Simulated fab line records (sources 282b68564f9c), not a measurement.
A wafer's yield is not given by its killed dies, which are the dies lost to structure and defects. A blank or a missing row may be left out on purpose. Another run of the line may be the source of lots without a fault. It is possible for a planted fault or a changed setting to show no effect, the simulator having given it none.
fab line records	flow ritCmos
record lots=5	wafers=23
route steps=202 shown GATE@89 REOX@101 PLDD@122 SPACER@125 PSD@149 SDANNEAL@155 SILICIDE@162 CONTACT@175 M1@190
startH: hours from the record's first day to the start of the lot's first wafer shown	waitH: hours from the lot's prior step to this one	" identical to the entry in the row above	L1.1+2: one row covering several wafers at once	- no value, or no start given	* or withheld: withheld	< > ~ a bound
route shown NAME@n: a module of which the file shows steps, and the number in the route of the first	usual: average and standard deviation across the fault-free wafers	same: alike in all rows	chamber/n: place in a boat	sites: the reading at each site	_std_site: how widely they spread, as a standard deviation	_edge_site: outer sites' mean less inner sites'	radiusMm: how far each site lies from the wafer's centre	mask NAME#n: copy n	behind: tool/chamber where the wafer was last shaped	hold: cause of the lot's hold/its duration in hours/its outcome	device: transistor that didn't switch, given as n, p or np	end of line: tests of these same wafers at the route's end	where a step has no rows: the recipe by itself	killed: at the first sort, the dies lost to defects and structure; wafer yield is something else	map: a wafer's dies, x killed, . not, _ none there
set.NAME: the run value of the setting; set.NAME@STEP: its run value at that earlier step	model.NAME: the simulator's own value behind a step, which no gauge read
lots with deliberately changed settings; one table per step, one row per wafer
## steps
# step RIT_GATE_EXPOSE_13
# recipe maskId=M6	na=0.6	sourceShape=conventional	sigmaOuter=0.6	targetCdNm=150	doseMj=380
lot.wafer	tool	chamber	startH	waitH	mask	set.doseMj
L074.2+3+4+5+6	ilineStepper-01	0	39.95	0.2	M6#0	380
L076.2+5+6	ilineStepper-01	0	46.28	0.2	M6#0	380
L077.1+5	ilineStepper-02	0	52.65	0.2	M6#0	365.7
L077.3+4+6	"	0	"	"	M6#0	380
L079.1+2+4+5+6	ilineStepper-01	0	60.60	0.1	M6#0	380
L082.1+5+6	ilineStepper-01	0	80.32	0.1	M6#0	380
L082.2+4	"	0	"	"	M6#0	403.2
# step RIT_GATE_PEB_14
# recipe resist=NOVOLAK	tempC=withheld	timeS=withheld
# step RIT_GATE_DEVELOP_15
# recipe resist=NOVOLAK	developTimeS=50	devTempC=23
# step RIT_GATE_CD_MEAS_16
# recipe targetCdNm=150
# usual cdNm=149.4/2
lot.wafer	tool	chamber	startH	waitH	set.doseMj@GATE_EXPOSE_13	cdNm
L074.2	cdSem-02	-	40.35	-	380	149.1
L074.3	"	-	"	"	380	149.1
L074.4	"	-	"	"	380	148.1
L074.5	"	-	"	"	380	150.9
L074.6	"	-	"	"	380	149.7
L076.2	cdSem-02	-	46.82	-	380	145.5
L076.5	"	-	"	"	380	146.6
L076.6	"	-	"	"	380	146.2
L077.1	cdSem-01	-	53.05	-	365.7	167.4
L077.3	"	-	"	"	380	148.1
L077.4	"	-	"	"	380	147.9
L077.5	"	-	"	"	365.7	166.3
L077.6	"	-	"	"	380	146.6
L079.1	cdSem-01	-	61.00	-	380	151.7
L079.2	"	-	"	"	380	151.8
L079.4	"	-	"	"	380	152.0
L079.5	"	-	"	"	380	152.2
L079.6	"	-	"	"	380	151.9
L082.1	cdSem-01	-	80.72	-	380	150.1
L082.2	"	-	"	"	403.2	120.1
L082.4	"	-	"	"	403.2	119.4
L082.5	"	-	"	"	380	149.6
L082.6	"	-	"	"	380	149.2
# step RIT_GATE_ETCH_19
# recipe chemistry=SF6/CHF3/O2	timeS=165	SF6_flow_sccm=30	CHF3_flow_sccm=30	O2_flow_sccm=5	target=poly-Si	pressureMtorr=40	rfW=160	targetDepthA=3125	overEtchFrac=0.25	stopOn=SiO2
# usual oesProductAu=0.844/0.0083
lot.wafer	tool	chamber	startH	waitH	set.rfW	set.sih4FlowSccm@GATE_CVD_08	oesProductAu	model.etch.depthNm	model.GATE.featureDepthNm	model.NOVOLAK_of_GATE_COAT_11.thkNm
L074.2	rieSi-02	1	40.64	0.1	173.5	92.6	0.821	232.7	232.7	654.1
L074.3	"	2	"	"	160	92.6	0.804	231.7	231.7	659
L074.4	"	3	"	"	173.5	92.6	0.793	233	233	656.3
L074.5	"	0	"	"	160	92.6	0.794	230.1	230.1	660.8
L074.6	"	3	"	"	160	92.6	0.784	230.9	230.9	663
L076.2	rieSi-02	2	47.18	0.1	160	100	0.849	252.3	252.3	660.8
L076.5	"	0	"	"	160	100	0.843	252.4	252.4	661
L076.6	"	1	"	"	160	100	0.855	252	252	663.1
L077.1	rieSi-01	3	53.35	0.1	150.1	90.95	0.784	227.6	227.6	671.4
L077.3	"	1	"	"	150.1	90.95	0.789	227.7	227.7	671.3
L077.4	"	2	"	"	150.1	90.95	0.786	227.6	227.6	670.6
L077.5	"	2	"	"	160	90.95	0.787	228.6	228.6	666.5
L077.6	"	3	"	"	160	90.95	0.780	226.8	226.8	667.5
L079.1	rieSi-01	2	61.30	0.1	160	100	0.830	250.2	250.2	660.7
L079.2	"	0	"	"	160	100	0.851	250.1	250.1	659.3
L079.4	"	1	"	"	174.1	100	0.850	250.1	250.1	651.2
L079.5	"	1	"	"	174.1	100	0.855	252.3	252.3	651.6
L079.6	"	0	"	"	174.1	100	0.853	249.7	249.7	652
L082.1	rieSi-02	0	81.03	0.1	168.5	90.43	0.784	227.9	227.9	660.8
L082.2	"	3	"	"	160	90.43	0.782	228.7	228.7	664.9
L082.4	"	3	"	"	160	90.43	0.788	228.9	228.9	666.1
L082.5	"	1	"	"	168.5	90.43	0.802	230.4	230.4	662.9
L082.6	"	0	"	"	160	90.43	0.787	227.4	227.4	665
# step RIT_GATE_STRIP_20
# recipe chemistry=O2	timeS=180	resist=NOVOLAK	platenTempC=withheld	powerW=500	pressureMtorr=4000	o2FlowSccm=4000
# step RIT_GATE_CD_MEAS_90
# recipe targetCdNm=150
# usual cdNm=149.4/2
lot.wafer	tool	chamber	startH	waitH	set.doseMj@GATE_EXPOSE_13	cdNm
L074.2	cdSem-01	-	40.94	0.1	380	149.3
L074.3	"	-	"	"	380	149.1
L074.4	"	-	"	"	380	148.1
L074.5	"	-	"	"	380	150.7
L074.6	"	-	"	"	380	149.9
L076.2	cdSem-02	-	47.49	0.1	380	145.6
L076.5	"	-	"	"	380	146.7
L076.6	"	-	"	"	380	146.0
L077.1	cdSem-02	-	53.64	0.1	365.7	167.6
L077.3	"	-	"	"	380	148.1
L077.4	"	-	"	"	380	148.0
L077.5	"	-	"	"	365.7	166.2
L077.6	"	-	"	"	380	147.0
L079.1	cdSem-01	-	61.59	0.1	380	151.9
L079.2	"	-	"	"	380	151.5
L079.4	"	-	"	"	380	152.1
L079.5	"	-	"	"	380	152.2
L079.6	"	-	"	"	380	152.0
L082.1	cdSem-01	-	81.31	0.1	380	149.7
L082.2	"	-	"	"	403.2	119.7
L082.4	"	-	"	"	403.2	119.7
L082.5	"	-	"	"	380	149.7
L082.6	"	-	"	"	380	149.5
# step RIT_REOX_OXIDATION_03
# recipe tempC=900	ambient=O2	targetThkA=252	oxTimeS=5580
lot.wafer	tool	chamber	startH	waitH	set.tempC	model.SiO2_of_REOX_OXIDATION_03.thkNm
L074.2	-	-	-	0.4	884.3	21.76
L074.3	"	-	"	"	884.3	21.6
L074.4	"	-	"	"	884.3	21.92
L074.5	"	-	"	"	884.3	21.75
L074.6	"	-	"	"	884.3	21.74
L076.2	furnace-04	0	48.46	0.4	900	25.23
L076.5	"	0	"	"	900	25.21
L076.6	"	0	"	"	900	25.06
L077.1	-	-	-	0.0	916.4	30.01
L077.3	"	-	"	"	916.4	29.58
L077.4	"	-	"	"	916.4	30.28
L077.5	"	-	"	"	916.4	30.24
L077.6	"	-	"	"	916.4	30.16
L079.1	-	-	-	0.0	900	25.47
L079.2	"	-	"	"	900	25.72
L079.4	"	-	"	"	900	25.69
L079.5	"	-	"	"	900	25.5
L079.6	"	-	"	"	900	25.21
L082.1	-	-	-	0.2	900	25.26
L082.2	"	-	"	"	900	25.72
L082.4	"	-	"	"	900	25.43
L082.5	"	-	"	"	900	25.5
L082.6	"	-	"	"	900	25.33
# step RIT_REOX_THK_MEAS_04
# recipe reads=SiO2_of_REOX_OXIDATION_03
# usual REOX_OXIDE_THK=25.34/0.27
lot.wafer	tool	chamber	startH	waitH	set.tempC@REOX_OXIDATION_03	REOX_OXIDE_THK[nm]
L074.2	filmMetro-04	-	-	-	884.3	21.77
L074.3	"	-	"	"	884.3	21.66
L074.4	"	-	"	"	884.3	21.92
L074.5	"	-	"	"	884.3	21.80
L074.6	"	-	"	"	884.3	21.77
L076.2	filmMetro-01	-	51.02	0.0	900	25.26
L076.5	"	-	"	"	900	25.27
L076.6	"	-	"	"	900	25.06
L077.1	filmMetro-03	-	-	-	916.4	30.02
L077.3	"	-	"	"	916.4	29.56
L077.4	"	-	"	"	916.4	30.29
L077.5	"	-	"	"	916.4	30.22
L077.6	"	-	"	"	916.4	30.12
L079.1	filmMetro-03	-	-	-	900	25.46
L079.2	"	-	"	"	900	25.73
L079.4	"	-	"	"	900	25.74
L079.5	"	-	"	"	900	25.47
L079.6	"	-	"	"	900	25.20
L082.1	filmMetro-01	-	-	-	900	25.27
L082.2	"	-	"	"	900	25.71
L082.4	"	-	"	"	900	25.48
L082.5	"	-	"	"	900	25.54
L082.6	"	-	"	"	900	25.35
# step RIT_PLDD_IMPLANT_08
# recipe species=BF2	energyKev=20	doseCm2=9e+14	tiltDeg=7
lot.wafer	tool	chamber	startH	waitH	set.energyKev
L074.2+4+6	implanter-02	0	47.13	0.1	20.7
L074.3+5	"	0	"	"	20
L076.2+5+6	implanter-02	0	54.01	0.1	20
L077.1+3+6	implanter-04	0	59.61	0.1	20
L077.4+5	"	0	"	"	20.6
L079.1+4+5	implanter-01	0	67.59	0.1	20
L079.2+6	"	0	"	"	18.83
L082.1+4+6	implanter-04	0	87.44	0.1	20.79
L082.2+5	"	0	"	"	20
# step RIT_PLDD_STRIP_09
# recipe chemistry=O2	timeS=180	resist=NOVOLAK	platenTempC=withheld	powerW=500	pressureMtorr=4000	o2FlowSccm=4000
# step RIT_SPACER_CLEAN_00
# recipe chemistry=SC1	mix=3:3:50	timeS=600	tempC=75
lot.wafer	tool	chamber	startH	waitH	set.tempC@REOX_OXIDATION_03	model.SiO2_of_REOX_OXIDATION_03.thkNm
L074.2	wetBench-02	0	47.49	0.0	884.3	20.05
L074.3	"	0	"	"	884.3	19.91
L074.4	"	0	"	"	884.3	20.19
L074.5	"	0	"	"	884.3	20.02
L074.6	"	0	"	"	884.3	20.03
L076.2	wetBench-01	3	54.37	0.0	900	23.29
L076.5	"	3	"	"	900	23.26
L076.6	"	3	"	"	900	23.13
L077.1	wetBench-01	0	60.00	0.1	916.4	27.69
L077.3	"	0	"	"	916.4	27.33
L077.4	"	0	"	"	916.4	27.95
L077.5	"	0	"	"	916.4	27.91
L077.6	"	0	"	"	916.4	27.83
L079.1	wetBench-01	2	67.97	0.1	900	23.52
L079.2	"	2	"	"	900	23.73
L079.4	"	2	"	"	900	23.72
L079.5	"	2	"	"	900	23.55
L079.6	"	2	"	"	900	23.28
L082.1	wetBench-02	2	87.82	0.1	900	23.33
L082.2	"	2	"	"	900	23.75
L082.4	"	2	"	"	900	23.49
L082.5	"	2	"	"	900	23.56
L082.6	"	2	"	"	900	23.41
# step RIT_PSD_HARDBAKE_07
# recipe resist=NOVOLAK	tempC=140	timeS=60
lot.wafer	tool	chamber	startH	waitH	set.tempC	model.NOVOLAK_of_PSD_COAT_01.thkNm
L074.2	lithoTrack-04	0	52.69	0.0	140	878.5
L074.3	"	0	"	"	140	876
L074.4	"	0	"	"	144	872.9
L074.5	"	0	"	"	144	876.1
L074.6	"	0	"	"	140	878.2
L076.2+6	lithoTrack-04	0	59.76	0.0	140	885.3
L076.5	"	0	"	"	140	887.3
L077.1	lithoTrack-04	0	65.91	0.0	140	884.1
L077.3	"	0	"	"	136.1	890.4
L077.4	"	0	"	"	140	882.2
L077.5	"	0	"	"	136.1	887.8
L077.6	"	0	"	"	136.1	891.6
L079.1	lithoTrack-02	0	73.11	0.0	143	877
L079.2	"	0	"	"	143	876
L079.4	"	0	"	"	143	878.1
L079.5	"	0	"	"	140	881.1
L079.6	"	0	"	"	140	880.8
L082.1	lithoTrack-01	0	93.83	0.0	140	882.1
L082.2	"	0	"	"	136.5	887.7
L082.4	"	0	"	"	136.5	890.5
L082.5	"	0	"	"	136.5	891.5
L082.6	"	0	"	"	140	883.5
# step RIT_SDANNEAL_CLEAN_02
# recipe chemistry=SC2	mix=3:3:50	timeS=600	tempC=75	dry=n2Spin
lot.wafer	tool	chamber	startH	waitH	set.timeS
L074.2+3+4+5+6	-	-	-	0.0	666.1
L076.2+5+6	wetBench-02	0	60.46	0.0	600
L077.1+3+4+5+6	-	-	-	0.0	668.6
L079.1+2+4+5+6	-	-	-	0.0	643.6
L082.1+2+4+5+6	-	-	-	0.0	678.3
# step RIT_SDANNEAL_RTA_03
# recipe tempC=1050	timeS=4.907	idleTempC=600	rampUpCPerS=342	rampDownCPerS=171	coolToC=600	ambient=N2
# step RIT_SDANNEAL_RS_MEAS_06
# recipe thkMeasGauge=four-point-probe
# usual PLDD_RS=178.8/0.4
lot.wafer	tool	chamber	startH	waitH	set.energyKev@PLDD_IMPLANT_08	PLDD_RS[ohm/sq]
L074.2	filmMetro-01	-	53.89	0.1	20.7	176.9
L074.3	"	-	"	"	20	179.4
L074.4	"	-	"	"	20.7	177.6
L074.5	"	-	"	"	20	178.9
L074.6	"	-	"	"	20.7	177.0
L076.2	filmMetro-02	-	60.96	0.1	20	178.3
L076.5	"	-	"	"	20	177.9
L076.6	"	-	"	"	20	178.7
L077.1	filmMetro-01	-	67.11	0.1	20	179.2
L077.3	"	-	"	"	20	179.5
L077.4	"	-	"	"	20.6	177.3
L077.5	"	-	"	"	20.6	177.3
L077.6	"	-	"	"	20	179.4
L079.1	filmMetro-02	-	74.33	0.1	20	179.1
L079.2	"	-	"	"	18.83	183.1
L079.4	"	-	"	"	20	178.9
L079.5	"	-	"	"	20	178.4
L079.6	"	-	"	"	18.83	182.4
L082.1	filmMetro-01	-	95.03	0.1	20.79	176.1
L082.2	"	-	"	"	20	179.1
L082.4	"	-	"	"	20.79	176.4
L082.5	"	-	"	"	20	178.8
L082.6	"	-	"	"	20.79	176.3
# step RIT_SILICIDE_SPUTTER_01
# recipe material=Ti	targetThkNm=30	powerW=350	chamberPressurePa=0.667	gas=Ar	timeS=240	substrateTempC=25
lot.wafer	tool	chamber	startH	waitH	set.powerW	model.Ti_of_SILICIDE_SPUTTER_01.thkNm
L074.2	pvdSputter-03	-	54.12	0.0	373.6	32.06
L074.3	"	-	"	"	350	30.17
L074.4	"	-	"	"	373.6	32.16
L074.5	"	-	"	"	350	30.02
L074.6	"	-	"	"	350	29.9
L076.2	pvdSputter-03	-	61.19	0.0	350	29.77
L076.5	"	-	"	"	350	30.27
L076.6	"	-	"	"	350	30.15
L077.1	pvdSputter-02	-	67.36	0.0	350	29.93
L077.3	"	-	"	"	350	29.85
L077.4	"	-	"	"	350	30.44
L077.5	"	-	"	"	350	30
L077.6	"	-	"	"	350	29.97
L079.1	pvdSputter-02	-	74.59	0.0	350	29.48
L079.2	"	-	"	"	350	29.71
L079.4	"	-	"	"	350	29.72
L079.5	"	-	"	"	350	29.89
L079.6	"	-	"	"	350	29.82
L082.1	pvdSputter-03	-	95.28	0.0	310	26.77
L082.2	"	-	"	"	350	29.97
L082.4	"	-	"	"	350	29.61
L082.5	"	-	"	"	310	26.35
L082.6	"	-	"	"	350	29.75
# step RIT_SILICIDE_RS_MEAS_02
# recipe thkMeasGauge=four-point-probe	reads=Ti_of_SILICIDE_SPUTTER_01
# usual SILICIDE_TI_RS=47.9/0.54
lot.wafer	tool	chamber	startH	waitH	set.powerW@SILICIDE_SPUTTER_01	SILICIDE_TI_RS[ohm/sq]
L074.2	filmMetro-03	-	54.29	0.1	373.6	44.1
L074.3	"	-	"	"	350	47.6
L074.4	"	-	"	"	373.6	44.0
L074.5	"	-	"	"	350	47.9
L074.6	"	-	"	"	350	48.2
L076.2	filmMetro-03	-	61.36	0.1	350	48.4
L076.5	"	-	"	"	350	47.4
L076.6	"	-	"	"	350	47.7
L077.1	filmMetro-02	-	67.51	0.1	350	47.9
L077.3	"	-	"	"	350	48.0
L077.4	"	-	"	"	350	46.9
L077.5	"	-	"	"	350	47.8
L077.6	"	-	"	"	350	47.8
L079.1	filmMetro-02	-	74.74	0.1	350	48.9
L079.2	"	-	"	"	350	48.3
L079.4	"	-	"	"	350	48.4
L079.5	"	-	"	"	350	48.0
L079.6	"	-	"	"	350	48.2
L082.1	filmMetro-03	-	95.43	0.1	310	55.3
L082.2	"	-	"	"	350	47.9
L082.4	"	-	"	"	350	48.7
L082.5	"	-	"	"	310	56.5
L082.6	"	-	"	"	350	48.4
# step RIT_SILICIDE_THK_MEAS_03
# recipe thkMeasGauge=xrf	reads=Ti_of_SILICIDE_SPUTTER_01
# usual SILICIDE_TI_THK=30.1/0.34
lot.wafer	tool	chamber	startH	waitH	set.powerW@SILICIDE_SPUTTER_01	SILICIDE_TI_THK[nm]
L074.2	filmMetro-03	-	54.40	0.1	373.6	32.0
L074.3	"	-	"	"	350	30.0
L074.4	"	-	"	"	373.6	32.2
L074.5	"	-	"	"	350	30.0
L074.6	"	-	"	"	350	29.9
L076.2	filmMetro-03	-	61.47	0.1	350	29.7
L076.5	"	-	"	"	350	30.3
L076.6	"	-	"	"	350	30.1
L077.1	filmMetro-02	-	67.63	0.1	350	30.2
L077.3	"	-	"	"	350	30.0
L077.4	"	-	"	"	350	30.6
L077.5	"	-	"	"	350	30.3
L077.6	"	-	"	"	350	30.0
L079.1	filmMetro-02	-	74.86	0.1	350	29.7
L079.2	"	-	"	"	350	29.9
L079.4	"	-	"	"	350	29.9
L079.5	"	-	"	"	350	30.1
L079.6	"	-	"	"	350	30.0
L082.1	filmMetro-03	-	95.55	0.1	310	26.7
L082.2	"	-	"	"	350	30.0
L082.4	"	-	"	"	350	29.7
L082.5	"	-	"	"	310	26.3
L082.6	"	-	"	"	350	29.7
# step RIT_CONTACT_DEVELOP_07
# recipe resist=NOVOLAK	developTimeS=120	devTempC=23
lot.wafer	tool	chamber	startH	waitH	set.developTimeS
L074.2+5	lithoTrack-03	0	-	-	120
L074.3+4+6	"	0	"	"	107.2
L076.2+5+6	lithoTrack-04	0	-	-	120
L077.1+6	lithoTrack-04	0	-	-	120
L077.3+4+5	"	0	"	"	135.5
L079.1+2+4+5+6	lithoTrack-04	0	-	-	120
L082.1+2+4+5+6	lithoTrack-03	0	-	-	120
# step RIT_CONTACT_CD_MEAS_08
# recipe targetCdNm=1000
# usual cdNm=998.8/1.9
lot.wafer	tool	chamber	startH	waitH	set.developTimeS@CONTACT_DEVELOP_07	cdNm
L074.2	cdSem-01	-	55.72	-	120	997.3
L074.3	"	-	"	"	107.2	989.9
L074.4	"	-	"	"	107.2	989.6
L074.5	"	-	"	"	120	999.0
L074.6	"	-	"	"	107.2	990.9
L076.2	cdSem-01	-	62.94	-	120	995.5
L076.5	"	-	"	"	120	997.0
L076.6	"	-	"	"	120	995.3
L077.1	cdSem-01	-	69.00	-	120	999.1
L077.3	"	-	"	"	135.5	1009.2
L077.4	"	-	"	"	135.5	1008.0
L077.5	"	-	"	"	135.5	1007.7
L077.6	"	-	"	"	120	998.6
L079.1	cdSem-01	-	76.40	-	120	1000.4
L079.2	"	-	"	"	120	1001.8
L079.4	"	-	"	"	120	1000.8
L079.5	"	-	"	"	120	1000.7
L079.6	"	-	"	"	120	1000.3
L082.1	cdSem-01	-	96.99	-	120	1000.4
L082.2	"	-	"	"	120	1000.5
L082.4	"	-	"	"	120	999.2
L082.5	"	-	"	"	120	999.7
L082.6	"	-	"	"	120	1000.3
# step RIT_CONTACT_HARDBAKE_10
# recipe resist=NOVOLAK	tempC=140	timeS=60
# step RIT_CONTACT_ETCH_11
# recipe targetDepthA=4800	overEtchFrac=0.2	stopOn=TiSi2	chemistry=CHF3/CF4/Ar	target=SiO2	CHF3_flow_sccm=50	cf4FlowSccm=10	Ar_flow_sccm=100	O2_flow_sccm=5	pressureMtorr=100	rfW=200	timeS=320
lot.wafer	tool	chamber	startH	waitH	set.developTimeS@CONTACT_DEVELOP_07	model.CONTACT.cdNm
L074.2	rieDiel-03	2	56.01	0.1	120	997.2
L074.3	"	3	"	"	107.2	989.9
L074.4	"	3	"	"	107.2	989.7
L074.5	"	1	"	"	120	998.9
L074.6	"	2	"	"	107.2	990.6
L076.2	rieDiel-03	3	63.23	0.1	120	995.4
L076.5	"	3	"	"	120	997.2
L076.6	"	1	"	"	120	995.9
L077.1	rieDiel-04	2	69.31	0.1	120	999
L077.3	"	3	"	"	135.5	1009
L077.4+5	"	1,0	"	"	135.5	1008
L077.6	"	1	"	"	120	998.2
L079.1+5	rieDiel-03	1,3	76.71	0.1	120	1000
L079.2	"	0	"	"	120	1002
L079.4+6	"	0,1	"	"	120	1001
L082.1+2+6	rieDiel-03	0,2,3	97.30	0.1	120	1000
L082.4	"	3	"	"	120	999.3
L082.5	"	2	"	"	120	999.6
# step RIT_CONTACT_STRIP_12
# recipe chemistry=O2	timeS=180	resist=NOVOLAK	platenTempC=withheld	powerW=500	pressureMtorr=4000	o2FlowSccm=4000
# step RIT_CONTACT_CD_MEAS_90
# recipe targetCdNm=1000
# usual cdNm=999.0/1.9
lot.wafer	tool	chamber	startH	waitH	set.developTimeS@CONTACT_DEVELOP_07	cdNm
L074.2	cdSem-02	-	56.40	0.1	120	996.9
L074.3	"	-	"	"	107.2	990.1
L074.4	"	-	"	"	107.2	989.7
L074.5	"	-	"	"	120	998.9
L074.6	"	-	"	"	107.2	990.5
L076.2	cdSem-02	-	63.71	0.1	120	995.3
L076.5	"	-	"	"	120	997.0
L076.6	"	-	"	"	120	995.9
L077.1	cdSem-02	-	69.68	0.1	120	999.1
L077.3	"	-	"	"	135.5	1009.7
L077.4	"	-	"	"	135.5	1008.2
L077.5	"	-	"	"	135.5	1007.7
L077.6	"	-	"	"	120	998.1
L079.1	cdSem-01	-	77.08	0.1	120	1000.5
L079.2	"	-	"	"	120	1001.3
L079.4	"	-	"	"	120	1000.7
L079.5	"	-	"	"	120	1000.5
L079.6	"	-	"	"	120	1000.7
L082.1	cdSem-01	-	97.76	0.1	120	1000.6
L082.2	"	-	"	"	120	1000.7
L082.4	"	-	"	"	120	999.4
L082.5	"	-	"	"	120	999.8
L082.6	"	-	"	"	120	999.8
# step RIT_M1_EXPOSE_06
# recipe maskId=M12	na=0.6	sourceShape=conventional	sigmaOuter=0.5	targetCdNm=2600	doseMj=250
lot.wafer	tool	chamber	startH	waitH	mask	set.doseMj
L074.2+3	ilineStepper-01	0	57.81	0.1	M12#0	266.9
L074.4+5+6	"	0	"	"	M12#0	250
L076.2+5+6	ilineStepper-01	0	65.25	0.2	M12#0	250
L077.1+5	ilineStepper-01	0	71.09	0.1	M12#0	256.5
L077.3+4+6	"	0	"	"	M12#0	250
L079.1+6	ilineStepper-01	0	78.61	0.2	M12#0	250
L079.2+4+5	"	0	"	"	M12#0	264.7
L082.1+2+6	ilineStepper-01	0	99.28	0.2	M12#0	250
L082.4+5	"	0	"	"	M12#0	264.8
# step RIT_M1_PROBE_99
lot.wafer	tool	chamber	startH	waitH	set.doseMj@GATE_EXPOSE_13	set.tempC@REOX_OXIDATION_03	model.etest.nldd.rsOhmSq	model.etest.nmos_0p15.rOnOhmUm	model.etest.nmosTurned.driveUaUm	model.etest.pldd.lineOhmUm	model.etest.pldd.rsOhmSq	model.etest.pmos_0p15.rOnOhmUm	model.etest.pmosTurned.rOnOhmUm
L074.2	prober-02	-	61.07	0.1	380	884.3	317.4	1023	422	114.8	374.8	2422	2885
L074.3	prober-02	-	61.12	0.2	380	884.3	313	1028	423.8	118	387	2493	2923
L074.4	prober-02	-	61.17	0.2	380	884.3	317.4	1044	418.6	116.7	379.1	2463	2911
L074.5	prober-02	-	61.22	0.2	380	884.3	313.2	1020	426.4	119.6	389.7	2532	2989
L074.6	prober-02	-	61.27	0.2	380	884.3	317.1	1026	417.1	112.6	372	2461	2908
L076.2	prober-02	-	68.63	0.1	380	900	403.5	1145	308.6	167.8	540.4	2705	3443
L076.5	prober-02	-	68.78	0.2	380	900	403.5	1152	299.9	167.1	541.4	2714	3438
L076.6	prober-02	-	68.83	0.2	380	900	403.9	1129	307.8	167.2	533.9	2716	3429
L077.1	prober-02	-	74.18	0.1	365.7	916.4	504.9	1410	212.8	256.8	815.7	3610	4623
L077.3	prober-02	-	74.28	0.2	380	916.4	494.3	1282	239.5	246.6	782.3	3145	4086
L077.4	prober-02	-	74.33	0.2	380	916.4	516.7	1281	218.9	244.2	775.3	3105	4047
L077.5	prober-02	-	74.38	0.2	365.7	916.4	513.8	1441	205.2	241.1	764.9	3555	4512
L077.6	prober-02	-	74.43	0.2	380	916.4	511.6	1290	226	266.3	836.5	3175	4183
L079.1	prober-02	-	81.74	0.1	380	900	361.6	1098	332.5	164.6	531.7	2874	3558
L079.2	prober-02	-	81.79	0.1	380	900	365.3	1125	322.4	195.4	622.5	3012	3848
L079.4	prober-02	-	81.89	0.2	380	900	365.7	1082	324	169.4	542.2	2821	3510
L079.5	prober-02	-	81.94	0.2	380	900	362.4	1060	325.6	165.1	530.9	2818	3550
L079.6	prober-02	-	81.99	0.2	380	900	356.1	1106	334.2	182.4	583	2921	3647
L082.1	prober-01	-	103.67	0.1	380	900	375	1106	355.1	163.1	514.8	2729	3288
L082.4	prober-01	-	103.82	0.2	403.2	900	376	946.7	439.8	165.4	516.6	2107	2676
# killed by level:class
L076.2 GATE:geometricParticle:short=4 GATE:geometricParticle:open=3 FOX2:geometricParticle:short=1 FOX2:geometricParticle:open=1 REOX:geometricParticle:open=1 SPACER:geometricParticle:short=1 SILICIDE:geometricParticle:open=1
L076.5 GATE:geometricParticle:short=6 GATE:geometricParticle:open=2 SILICIDE:geometricParticle:short=2 FOX1:geometricParticle:open=1 REOX:geometricParticle:short=1 REOX:geometricParticle:open=1
L076.6 REOX:geometricParticle:short=3 FOX2:geometricParticle:open=2 FOX1:geometricParticle:open=1 FOX2:geometricParticle:short=1 GATE:geometricParticle:open=1
## key
split step=RIT_GATE_EXPOSE_13	setting=doseMj	stated=380	by=wafer
response step=RIT_GATE_CD_MEAS_16	reading=cdNm	change=-4.96	per=1%	r=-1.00
response step=RIT_GATE_CD_MEAS_90	reading=cdNm	change=-4.96	per=1%	r=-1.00
response step=RIT_M1_PROBE_99	reading=model.etest.pmos_0p15.rOnOhmUm	change=-109	per=1%	r=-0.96
response step=RIT_M1_PROBE_99	reading=model.etest.pmosTurned.rOnOhmUm	change=-111	per=1%	r=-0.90
response step=RIT_M1_PROBE_99	reading=model.etest.nmos_0p15.rOnOhmUm	change=-31.5	per=1%	r=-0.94
response step=RIT_M1_PROBE_99	reading=model.etest.nmosTurned.driveUaUm	change=+9.68	per=1%	r=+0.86
split step=RIT_GATE_ETCH_19	setting=rfW	stated=160	by=wafer
response step=RIT_GATE_ETCH_19	reading=model.NOVOLAK_of_GATE_COAT_11.thkNm	change=-0.775	per=1%	r=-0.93
split step=RIT_REOX_OXIDATION_03	setting=tempC	stated=900	by=lot
response step=RIT_REOX_OXIDATION_03	reading=model.SiO2_of_REOX_OXIDATION_03.thkNm	change=+2.33	per=1%	r=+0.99
response step=RIT_REOX_THK_MEAS_04	reading=REOX_OXIDE_THK	change=+2.32	per=1%	r=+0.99
response step=RIT_SPACER_CLEAN_00	reading=model.SiO2_of_REOX_OXIDATION_03.thkNm	change=+2.16	per=1%	r=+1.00
response step=RIT_M1_PROBE_99	reading=model.etest.pldd.rsOhmSq	change=+116	per=1%	r=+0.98
response step=RIT_M1_PROBE_99	reading=model.etest.nldd.rsOhmSq	change=+54.2	per=1%	r=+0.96
response step=RIT_M1_PROBE_99	reading=model.etest.pldd.lineOhmUm	change=+37.8	per=1%	r=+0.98
split step=RIT_PLDD_IMPLANT_08	setting=energyKev	stated=20	by=wafer
response step=RIT_SDANNEAL_RS_MEAS_06	reading=PLDD_RS	change=-0.663	per=1%	r=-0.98
split step=RIT_PSD_HARDBAKE_07	setting=tempC	stated=140	by=wafer
response step=RIT_PSD_HARDBAKE_07	reading=model.NOVOLAK_of_PSD_COAT_01.thkNm	change=-2.01	per=1%	r=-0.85
split step=RIT_SDANNEAL_CLEAN_02	setting=timeS	stated=600	by=lot
response none clear
split step=RIT_SILICIDE_SPUTTER_01	setting=powerW	stated=350	by=wafer
response step=RIT_SILICIDE_SPUTTER_01	reading=model.Ti_of_SILICIDE_SPUTTER_01.thkNm	change=+0.288	per=1%	r=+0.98
response step=RIT_SILICIDE_RS_MEAS_02	reading=SILICIDE_TI_RS	change=-0.635	per=1%	r=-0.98
response step=RIT_SILICIDE_THK_MEAS_03	reading=SILICIDE_TI_THK	change=+0.295	per=1%	r=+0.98
split step=RIT_CONTACT_DEVELOP_07	setting=developTimeS	stated=120	by=wafer
response step=RIT_CONTACT_CD_MEAS_08	reading=cdNm	change=+0.741	per=1%	r=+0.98
response step=RIT_CONTACT_ETCH_11	reading=model.CONTACT.cdNm	change=+0.755	per=1%	r=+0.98
response step=RIT_CONTACT_CD_MEAS_90	reading=cdNm	change=+0.755	per=1%	r=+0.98
split step=RIT_M1_EXPOSE_06	setting=doseMj	stated=250	by=wafer
response none in this file
split outsideThisFile step=RIT_GATE_CVD_08 setting=sih4FlowSccm
# split outsideThisFile: this setting was split too, and the file shows its column; the key of that split is in another file
